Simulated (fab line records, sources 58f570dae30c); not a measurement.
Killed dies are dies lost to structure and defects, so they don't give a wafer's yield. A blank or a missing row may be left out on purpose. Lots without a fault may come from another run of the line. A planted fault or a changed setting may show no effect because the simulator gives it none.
fab line records | flow berkeley_cmos170
record lots=7 wafers=21 last_day=11
route steps=331 shown M3@310
lots that met no fault: from a run of the same line without faults
start_h: hours from the record's first day to the start of the lot's first wafer shown | wait_h: hours since the lot's step before | " the same as in the row above | L1.1+2: a row that stands for several wafers | - no value, or no start given | * or withheld: withheld | < > ~ a bound
route shown NAME@n: a module of which the file shows steps, and the number in the route of the first | usual: mean/standard deviation of fault-free wafers | same: alike in all rows | chamber/n: place in a boat | sites: the reading at each site | _std_site: their standard deviation | _edge_site: outer sites' mean less inner sites' | radius_mm: how far each site lies from the wafer's centre | mask NAME#n: copy n | behind: the tool/chamber that last shaped the wafer | hold: why the lot was held/for how many hours/how that ended | device: the transistor (n, p or np) that didn't switch | end of line: the same wafers' tests at the end of the route | a step without rows: its recipe alone | killed: dies lost to structure and defects at the first sort, not the wafer's yield | map: a wafer's dies, x killed, . not, _ none there
set.NAME: the setting as run; set.NAME@STEP: as run at that earlier step | model.NAME: the simulator's own value behind a step, which no gauge read
lots at some steps of the route; a table a step, a row a wafer
services: from which hour (start_h, from the record's first day; less than 0 if before it) a tool's chamber was out of use, for how many hours, and why
## steps
# step UCB170_M3_SPUTTER_01
# recipe material=Al target_thk_nm=900 time_s=120 power_w=6000 chamber_pressure_pa=0.5
# usual chamber_pressure_pa=0.5000/0.001 throttle_valve_pct=30.1/1.2
# columns lot.wafer tool chamber start_h wait_h chamber_pressure_pa throttle_valve_pct
L246.1 pvd_sputter-04 - 204.98 0.0 0.4998 29.2
L246.3 " - " " 0.5005 29.5
L246.6 " - " " 0.4998 29.0
L247.3 pvd_sputter-01 - 206.67 0.0 0.4997 31.1
L247.5 " - " " 0.5001 30.0
L247.6 " - " " 0.5005 31.3
L245.1 pvd_sputter-04 - 207.21 0.0 0.4978 29.1
L245.2 " - " " 0.5009 29.5
L245.6 " - " " 0.4993 28.9
L249.2 pvd_sputter-01 - 221.05 0.0 0.4982 30.8
L249.4 " - " " 0.4982 28.3
L249.6 " - " " 0.5011 31.3
L248.1 pvd_sputter-04 - 221.25 0.0 0.4997 29.3
L248.4 " - " " 0.5020 29.1
L248.5 " - " " 0.4999 29.2
L252.1 pvd_sputter-03 - 236.51 0.0 0.5007 29.2
L252.2 " - " " 0.4984 32.4
L252.4 " - " " 0.4998 31.0
L257.2 pvd_sputter-01 - 256.40 0.0 0.5010 31.5
L257.3 " - " " 0.5002 31.0
L257.4 " - " " 0.4993 30.2
# step UCB170_M3_RS_MEAS_02
# recipe thk_meas_gauge=four-point-probe reads=Al_of_M3_SPUTTER_01
# usual M3_AL_RS=0.0321/0.0004
# columns lot.wafer tool chamber start_h wait_h M3_AL_RS[ohm/sq]
L246.1 film_metro-02 - 205.08 0.0 0.0324
L246.3 " - " " 0.0321
L246.6 " - " " 0.0322
L247.3 film_metro-02 - 206.79 0.1 0.0323
L247.5 " - " " 0.0320
L247.6 " - " " 0.0324
L245.1 film_metro-04 - 207.29 0.0 0.0322
L245.2 " - " " 0.0322
L245.6 " - " " 0.0323
L249.2 film_metro-03 - 221.15 0.1 0.0324
L249.4 " - " " 0.0318
L249.6 " - " " 0.0324
L248.1 film_metro-04 - 221.33 0.0 0.0322
L248.4 " - " " 0.0326
L248.5 " - " " 0.0323
L252.1 film_metro-04 - 236.60 0.0 0.0316
L252.2 " - " " 0.0318
L252.4 " - " " 0.0314
L257.2 film_metro-04 - 256.50 0.1 0.0318
L257.3 " - " " 0.0320
L257.4 " - " " 0.0316
# step UCB170_M3_THK_MEAS_03
# recipe thk_meas_gauge=xrf reads=Al_of_M3_SPUTTER_01
# usual M3_AL_THK=906/12
# columns lot.wafer tool chamber start_h wait_h M3_AL_THK[nm]
L246.1 film_metro-02 - 205.20 0.1 906
L246.3 " - " " 910
L246.6 " - " " 908
L247.3 film_metro-02 - 206.89 0.1 895
L247.5 " - " " 914
L247.6 " - " " 901
L245.1 film_metro-04 - 207.41 0.1 902
L245.2 " - " " 901
L245.6 " - " " 898
L249.2 film_metro-03 - 221.26 0.1 907
L249.4 " - " " 918
L249.6 " - " " 902
L248.1 film_metro-04 - 221.45 0.1 908
L248.4 " - " " 893
L248.5 " - " " 904
L252.1 film_metro-04 - 236.72 0.1 919
L252.2 " - " " 919
L252.4 " - " " 928
L257.2 film_metro-04 - 256.61 0.1 919
L257.3 " - " " 914
L257.4 " - " " 920
# step UCB170_M3_HMDS_04
# recipe prime_time_s=60 prime_temp_c=100
# step UCB170_M3_COAT_05
# recipe resist=KrF spin_rpm=1500 resist_thk_nm=900
# step UCB170_M3_SOFTBAKE_06
# recipe resist=KrF temp_c=130 time_s=60
# step UCB170_M3_STRIP_07
# recipe chemistry=O2 power_w=400 pressure_mtorr=3500 platen_temp_c=withheld o2_flow_sccm=400 overash_fraction=0.5
# usual drypump_motor_current_A=5.5/0.52 oes_product_au=0.735/0.0046 strip_time_to_endpoint_s=21.94/0.067
# columns lot.wafer tool chamber start_h wait_h drypump_motor_current_A oes_product_au rf_hours_counter_h strip_time_to_endpoint_s
L246.1 plasma_asher-02 0 205.71 0.1 5.2 0.733 51 21.90
L246.3 " 0 " " 5.3 0.732 - 21.95
L246.6 " 0 " " 5.3 0.725 - 21.88
L247.3 plasma_asher-03 1 207.81 0.1 6.3 0.738 - 21.93
L247.5 " 1 " " 6.2 0.741 - 21.90
L247.6 " 0 " " 5.4 0.740 - 21.84
L245.1 plasma_asher-02 1 208.11 0.1 5.8 0.733 51 21.99
L245.2 " 0 " " 5.2 0.727 51 22.03
L245.6 " 1 " " 5.8 0.731 - 22.06
L249.2 plasma_asher-04 1 221.76 0.1 6.0 0.729 55 21.97
L249.4 " 0 " " 4.7 0.727 - 22.07
L249.6 " 0 " " 4.7 0.734 - 22.00
L248.1 plasma_asher-02 1 222.21 0.1 5.8 0.734 52 21.93
L248.4 " 0 " " 5.3 0.732 - 21.90
L248.5 " 1 " " 5.8 0.737 - 21.93
L252.1 plasma_asher-02 1 237.48 0.1 5.8 0.746 54 21.92
L252.2 " 0 " " 5.2 0.732 54 21.88
L252.4 " 1 " " 5.8 0.731 - 21.93
L257.2 plasma_asher-03 1 257.32 0.1 6.2 0.737 48 21.94
L257.3 " 1 " " 6.2 0.735 - 21.91
L257.4 " 0 " " 5.4 0.729 - 21.93
# step UCB170_M3_STRIP_08
# recipe chemistry=DMSO temp_c=80 time_s=600 material=KrF
# step UCB170_M3_COAT_09
# recipe resist=BARC temp_c=withheld time_s=withheld spin_rpm=3000 resist_thk_nm=withheld
# step UCB170_M3_COAT_10
# recipe resist=KrF spin_rpm=1500 resist_thk_nm=900
# step UCB170_M3_SOFTBAKE_11
# recipe resist=KrF temp_c=130 time_s=60
# step UCB170_M3_EXPOSE_12
# recipe mask_id=METAL3 target_cd_nm=700 na=0.5 sigma_outer=0.6 source_shape=conventional dose_mj=26
# step UCB170_M3_PEB_13
# recipe peb_temp_c=130 peb_time_s=withheld resist=KrF
# usual chill_plate_temp_C=22.99/0.11 exhaust_pa=45.1/1
# columns lot.wafer tool chamber start_h wait_h chill_plate_temp_C exhaust_pa
L246.1 litho_track-01 0 207.19 0.5 22.96 44.9
L246.3 " 0 " " 22.99 46.4
L246.6 " 0 " " 22.90 44.7
L247.3 litho_track-02 0 209.10 0.1 23.04 44.3
L247.5 " 0 " " 23.06 46.8
L247.6 " 0 " " 23.09 46.3
L245.1 litho_track-03 - 209.29 0.1 - -
L245.2 " - " " - -
L245.6 " - " " - -
L249.2 litho_track-02 - 223.24 0.4 - -
L249.4 " - " " - -
L249.6 " - " " - -
L248.1 litho_track-02 - 223.49 0.1 - -
L248.4 " - " " - -
L248.5 " - " " - -
L252.1 litho_track-02 0 239 - 22.88 43.9
L252.2 " 0 " " 22.91 45.2
L252.4 " 0 " " 22.92 46.0
L257.2 litho_track-01 0 258.72 0.3 22.95 45.9
L257.3 " 0 " " 22.97 45.3
L257.4 " 0 " " 22.91 45.6
# step UCB170_M3_DEVELOP_14
# recipe developer=TMAH develop_time_s=45 resist=KrF dev_temp_c=21
## services
# columns tool chamber start_h hours kind
pvd_sputter-01 - 183.60 3.2 repair
plasma_asher-04 - 255.20 1.5 repair
## key
first_sign step=UCB170_M3_PEB_13 reading=tool_record direction=missing
effect none on later readings
met_at UCB170_M3_PEB_13
struck_wafers L245.1,L245.2,L245.6,L248.1,L248.4,L248.5,L249.2,L249.4,L249.6
later_rows_left_out L245.1,L245.2,L245.6,L248.1,L248.4,L248.5,L249.2,L249.4,L249.6
sort_left_out L245.1,L245.2,L245.6,L248.1,L248.4,L248.5,L249.2,L249.4,L249.6
onset_between 209.10 209.29
fault kind=skipped_step_whole tool=litho_track-02,litho_track-03 chamber=- onset_h=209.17 steps=UCB170_M3_PEB_13 scope=struck_lots_only
# sort_left_out: the simulated sort isn't trusted on such a fault, so these wafers' sort isn't shown, and their yield isn't known
# later_rows_left_out: the simulator's readings of these wafers behind a module that went badly wrong aren't trusted and aren't shown, but for the sort
